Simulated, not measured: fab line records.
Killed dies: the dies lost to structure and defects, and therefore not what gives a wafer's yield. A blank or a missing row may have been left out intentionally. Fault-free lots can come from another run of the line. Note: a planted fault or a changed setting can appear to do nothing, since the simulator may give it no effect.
fab line records :: flow berkeleyCmos170
record
  lots=15
  wafers=45
  lastDay=11
route steps=331 shown NWELL@28
lots that met no fault: taken from a fault-free run of the same line
startH: start of the lot's first displayed wafer, in hours after the record's first day :: waitH: hours from the lot's prior step to this one :: " repeats the value in the row above :: L1.1+2: one row covering several wafers at once :: - value missing, or start not given :: * or withheld: withheld :: < > ~ a bound
route shown NAME@n: a module of which the file shows steps, and the number in the route of the first :: usual: mean/standard deviation of fault-free wafers :: same: alike in all rows :: chamber/n: place in a boat :: sites: each site's reading :: _std_site: the standard deviation of these :: _edge_site: inner sites' mean taken away from outer sites' mean :: radiusMm: for every site, how far away it sits from the centre of the wafer :: mask NAME#n: copy n :: behind: the tool/chamber that last shaped the wafer :: hold: why the lot was held/for how many hours/how that ended :: device: the transistor (n, p or np) that didn't switch :: end of line: the tests these same wafers got at the end of their route :: a step with no rows: only its recipe :: killed: dies lost to structure and defects at the first sort, not the wafer's yield :: map: shows each die of a wafer: x if killed, . if not, _ if none is there
set.NAME: setting as actually run; set.NAME@STEP: the setting as run at that earlier step :: model.NAME: the simulator's own value behind a step, which no gauge read
steps of the route over a sample of lots; a table a step, a row a wafer
services: the hour from which a tool's chamber was out of use, counted from the record's first day as startH (under 0 if before that day), plus the number of hours and why
## steps
# step UCB170_NWELL_IMPLANT_14
# recipe
  species=P
  doseCm2=1e+13
  energyKev=150
  tiltDeg=7
# usual
  beamEnergyKeV=149.99/0.045
  endStationPressureTorr=5.02e-06/2.7e-07
lot.wafer: L335.1
tool: implanter-04
chamber: 0
startH: 33.99
waitH: 0.1
beamEnergyKeV: 149.97
endStationPressureTorr: 5.41e-06

lot.wafer: L335.2
tool: implanter-04
chamber: 0
startH: 33.99
waitH: 0.1
beamEnergyKeV: 149.95
endStationPressureTorr: 5.44e-06

lot.wafer: L335.3
tool: implanter-04
chamber: 0
startH: 33.99
waitH: 0.1
beamEnergyKeV: 150.02
endStationPressureTorr: 4.97e-06

lot.wafer: L336.1
tool: implanter-03
chamber: 0
startH: 39.84
waitH: 0.1
beamEnergyKeV: 149.98
endStationPressureTorr: 5.15e-06

lot.wafer: L336.2
tool: implanter-03
chamber: 0
startH: 39.84
waitH: 0.1
beamEnergyKeV: 149.99
endStationPressureTorr: 5.07e-06

lot.wafer: L336.3
tool: implanter-03
chamber: 0
startH: 39.84
waitH: 0.1
beamEnergyKeV: 150.09
endStationPressureTorr: 4.68e-06

lot.wafer: L337.1
tool: implanter-03
chamber: 0
startH: 43.12
waitH: 0.1
beamEnergyKeV: 150.01
endStationPressureTorr: 4.72e-06

lot.wafer: L337.2
tool: implanter-03
chamber: 0
startH: 43.12
waitH: 0.1
beamEnergyKeV: 150.02
endStationPressureTorr: 4.69e-06

lot.wafer: L337.6
tool: implanter-03
chamber: 0
startH: 43.12
waitH: 0.1
beamEnergyKeV: 149.97
endStationPressureTorr: 5.09e-06

lot.wafer: L338.1
tool: implanter-04
chamber: 0
startH: 51.44
waitH: 0.1
beamEnergyKeV: 149.95
endStationPressureTorr: 5.15e-06

lot.wafer: L338.3
tool: implanter-04
chamber: 0
startH: 51.44
waitH: 0.1
beamEnergyKeV: 149.95
endStationPressureTorr: 5.29e-06

lot.wafer: L338.5
tool: implanter-04
chamber: 0
startH: 51.44
waitH: 0.1
beamEnergyKeV: 149.92
endStationPressureTorr: 4.95e-06

lot.wafer: L339.1
tool: implanter-03
chamber: 0
startH: 51.52
waitH: 0.1
beamEnergyKeV: 150.03
endStationPressureTorr: 4.24e-06

lot.wafer: L339.2
tool: implanter-03
chamber: 0
startH: 51.52
waitH: 0.1
beamEnergyKeV: 150.11
endStationPressureTorr: 5.1e-06

lot.wafer: L339.4
tool: implanter-03
chamber: 0
startH: 51.52
waitH: 0.1
beamEnergyKeV: 150.05
endStationPressureTorr: 4.91e-06

lot.wafer: L340.2
tool: implanter-03
chamber: 0
startH: 66.44
waitH: 0.1
beamEnergyKeV: 149.97
endStationPressureTorr: 4.94e-06

lot.wafer: L340.5
tool: implanter-03
chamber: 0
startH: 66.44
waitH: 0.1
beamEnergyKeV: 150.05
endStationPressureTorr: 4.94e-06

lot.wafer: L340.6
tool: implanter-03
chamber: 0
startH: 66.44
waitH: 0.1
beamEnergyKeV: 150.04
endStationPressureTorr: 5.26e-06

lot.wafer: L342.3
tool: implanter-04
chamber: 0
startH: 73.96
waitH: 0.1
beamEnergyKeV: 149.98
endStationPressureTorr: 5.1e-06

lot.wafer: L342.4
tool: implanter-04
chamber: 0
startH: 73.96
waitH: 0.1
beamEnergyKeV: 149.99
endStationPressureTorr: 4.91e-06

lot.wafer: L342.5
tool: implanter-04
chamber: 0
startH: 73.96
waitH: 0.1
beamEnergyKeV: 149.96
endStationPressureTorr: 4.91e-06

lot.wafer: L343.1
tool: implanter-02
chamber: 0
startH: 88.94
waitH: 0.1
beamEnergyKeV: 149.98
endStationPressureTorr: 4.92e-06

lot.wafer: L343.4
tool: implanter-02
chamber: 0
startH: 88.94
waitH: 0.1
beamEnergyKeV: 150.00
endStationPressureTorr: 4.68e-06

lot.wafer: L343.5
tool: implanter-02
chamber: 0
startH: 88.94
waitH: 0.1
beamEnergyKeV: 149.99
endStationPressureTorr: 4.89e-06

lot.wafer: L344.1
tool: implanter-04
chamber: 0
startH: 89.18
waitH: 0.1
beamEnergyKeV: 150.01
endStationPressureTorr: 4.81e-06

lot.wafer: L344.2
tool: implanter-04
chamber: 0
startH: 89.18
waitH: 0.1
beamEnergyKeV: 149.98
endStationPressureTorr: 5.08e-06

lot.wafer: L344.6
tool: implanter-04
chamber: 0
startH: 89.18
waitH: 0.1
beamEnergyKeV: 149.93
endStationPressureTorr: 5e-06

lot.wafer: L345.1
tool: implanter-03
chamber: 0
startH: 96.31
waitH: 0.1
beamEnergyKeV: 149.92
endStationPressureTorr: 5.3e-06

lot.wafer: L345.4
tool: implanter-03
chamber: 0
startH: 96.31
waitH: 0.1
beamEnergyKeV: 150.00
endStationPressureTorr: 4.76e-06

lot.wafer: L345.5
tool: implanter-03
chamber: 0
startH: 96.31
waitH: 0.1
beamEnergyKeV: 149.90
endStationPressureTorr: 4.63e-06

lot.wafer: L350.1
tool: implanter-03
chamber: 0
startH: 109.65
waitH: 0.1
beamEnergyKeV: 142.55
endStationPressureTorr: 4.98e-06

lot.wafer: L350.5
tool: implanter-03
chamber: 0
startH: 109.65
waitH: 0.1
beamEnergyKeV: 142.55
endStationPressureTorr: 5.04e-06

lot.wafer: L350.6
tool: implanter-03
chamber: 0
startH: 109.65
waitH: 0.1
beamEnergyKeV: 142.61
endStationPressureTorr: 4.81e-06

lot.wafer: L349.2
tool: implanter-04
chamber: 0
startH: 109.93
waitH: 0.1
beamEnergyKeV: 150.06
endStationPressureTorr: 4.55e-06

lot.wafer: L349.3
tool: implanter-04
chamber: 0
startH: 109.93
waitH: 0.1
beamEnergyKeV: 150.10
endStationPressureTorr: 4.56e-06

lot.wafer: L349.6
tool: implanter-04
chamber: 0
startH: 109.93
waitH: 0.1
beamEnergyKeV: 149.98
endStationPressureTorr: 4.48e-06

lot.wafer: L352.1
tool: implanter-03
chamber: 0
startH: 123.29
waitH: 0.1
beamEnergyKeV: 142.60
endStationPressureTorr: 4.79e-06

lot.wafer: L352.5
tool: implanter-03
chamber: 0
startH: 123.29
waitH: 0.1
beamEnergyKeV: 142.58
endStationPressureTorr: 4.87e-06

lot.wafer: L352.6
tool: implanter-03
chamber: 0
startH: 123.29
waitH: 0.1
beamEnergyKeV: 142.66
endStationPressureTorr: 5.18e-06

lot.wafer: L356.1
tool: implanter-03
chamber: 0
startH: 135.92
waitH: 0.1
beamEnergyKeV: 142.59
endStationPressureTorr: 5.34e-06

lot.wafer: L356.2
tool: implanter-03
chamber: 0
startH: 135.92
waitH: 0.1
beamEnergyKeV: 142.69
endStationPressureTorr: 4.98e-06

lot.wafer: L356.4
tool: implanter-03
chamber: 0
startH: 135.92
waitH: 0.1
beamEnergyKeV: 142.66
endStationPressureTorr: 5.16e-06

lot.wafer: L358.2
tool: implanter-04
chamber: 0
startH: 143.07
waitH: 0.1
beamEnergyKeV: 149.99
endStationPressureTorr: 5.07e-06

lot.wafer: L358.3
tool: implanter-04
chamber: 0
startH: 143.07
waitH: 0.1
beamEnergyKeV: 149.99
endStationPressureTorr: 4.95e-06

lot.wafer: L358.6
tool: implanter-04
chamber: 0
startH: 143.07
waitH: 0.1
beamEnergyKeV: 149.99
endStationPressureTorr: 5.35e-06
## services
tool: implanter-04
chamber: -
startH: 59.16
hours: 5.6
kind: repair

tool: implanter-02
chamber: -
startH: 83.89
hours: 4.1
kind: pm

tool: implanter-04
chamber: -
startH: 84.55
hours: 3.8
kind: pm

tool: implanter-03
chamber: -
startH: 85.49
hours: 4.7
kind: repair

tool: implanter-02
chamber: -
startH: 123.80
hours: 2.8
kind: repair

tool: implanter-02
chamber: -
startH: 128.66
hours: 3.5
kind: repair

tool: implanter-03
chamber: -
startH: 138.78
hours: 3.1
kind: repair
## key
firstSign
  step=UCB170_NWELL_IMPLANT_14
  reading=beamEnergyKeV
  direction=down
  sigmas=99+
  usual=149.99
  struck=142.61
effect none on later readings
metAt UCB170_NWELL_IMPLANT_14
struckLots L350,L352,L356
testerLeftOut L350,L352,L356
onsetBetween 96.31 109.65
fault
  kind=processParameterDrift
  tool=implanter-03
  chamber=-
  onsetH=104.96
  steps=UCB170_NWELL_IMPLANT_14
  channel=energyKev
  offset=-7.3727
  shape=step
  endH=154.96
  actsIn=theseRecipesOnly
  stated=150
# testerLeftOut: of these lots the tester's yield and bins aren't shown, on N5 and GAA mostly nor the transistor test; their killed dies are dies lost to structure and defects alone, not to doping, threshold or leakage, so they don't give the yield
